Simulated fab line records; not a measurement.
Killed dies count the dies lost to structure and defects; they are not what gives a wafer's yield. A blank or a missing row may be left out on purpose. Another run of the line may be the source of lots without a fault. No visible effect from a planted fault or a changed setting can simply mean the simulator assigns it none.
2 desks, one fault + flow rit-cmos + what lay behind the numbers comes last; until then each desk has only its own

THE METROLOGY DESK
Lot by lot, what the gauges showed, no matter which tool ran the lot: averages of those sampled wafers that carry a number. The brackets show how far a lot's mean lies from the usual mean; more than 4 standard deviations puts the lot out of limits, marked OUT.
Columns: A = GATE_OXIDE_THK at RIT_GATE_THK_MEAS_07, usual 3.00 nm
| lot  | first seen here | A              |
|------|-----------------|----------------|
| L968 | day 2 09:24     | 3.03           |
| L970 | day 2 19:55     | 3.07           |
| L972 | day 3 09:04     | 3.07           |
| L973 | day 3 10:55     | 3.01           |
| L976 | day 4 02:45     | 3.03           |
| L977 | day 4 08:16     | 2.93           |
| L978 | day 4 11:32     | 2.93           |
| L979 | day 4 17:07     | 2.98           |
| L981 | day 5 02:52     | 3.00           |
| L982 | day 5 07:57     | 4.03 (+19) OUT |
| L984 | day 5 18:53     | 2.90           |
| L986 | day 6 04:08     | 3.00           |
| L987 | day 6 09:08     | 4.05 (+20) OUT |
| L991 | day 7 09:40     | 2.99           |
This desk finds L982, L987 out of limits, with the earliest case on L982 at day 5 07:57 (GATE_OXIDE_THK at RIT_GATE_THK_MEAS_07). Within limits: L968, L970, L972, L973, L976, L977, L978, L979, L981, L984, L986, L991.

DESK OF THE TOOL OWNER: furnace-02
The tool's own readings at RIT_GATE_OXIDATION_05 (target thk 3 nm, ox time 270 s): means of the sampled wafers that have a number, for each lot that ran on this tool. The brackets show how far a lot's mean lies from the usual mean; more than 4 standard deviations puts the lot out of limits, marked OUT.
Columns: A = ox-temp-c at RIT_GATE_OXIDATION_05, usual 900.0 C; B = zone-power-centre-pct at RIT_GATE_OXIDATION_05, usual 43 %
| lot  | first seen here | A     | B  |
|------|-----------------|-------|----|
| L968 | day 2 08:03     | 899.3 | 38 |
| L973 | day 3 09:34     | 900.2 | 39 |
| L977 | day 4 06:56     | 899.6 | 38 |
| L978 | day 4 10:11     | 900.2 | 39 |
| L982 | day 5 06:38     | 899.9 | 39 |
| L987 | day 6 07:49     | 900.4 | 39 |
This desk's finding: nothing out of limits on any of the 6 lots.

ALL TOGETHER
On L982, L987, the metrology desk was in a position to raise an alarm at day 5 07:57.
The tool owner's desk saw nothing out of limits.
On record at the tool owner's desk: L982, L987, within its limits.
Of the lots named, all ran RIT_GATE_OXIDATION_05 on furnace-02.

WHAT WAS PUT IN BY THE SIMULATOR
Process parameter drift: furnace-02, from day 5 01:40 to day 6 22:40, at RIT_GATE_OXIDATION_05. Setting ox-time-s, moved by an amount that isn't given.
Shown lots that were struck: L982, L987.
Time in hours between the start of the fault and the first out-of-limits reading at each desk: metrology desk, 6.
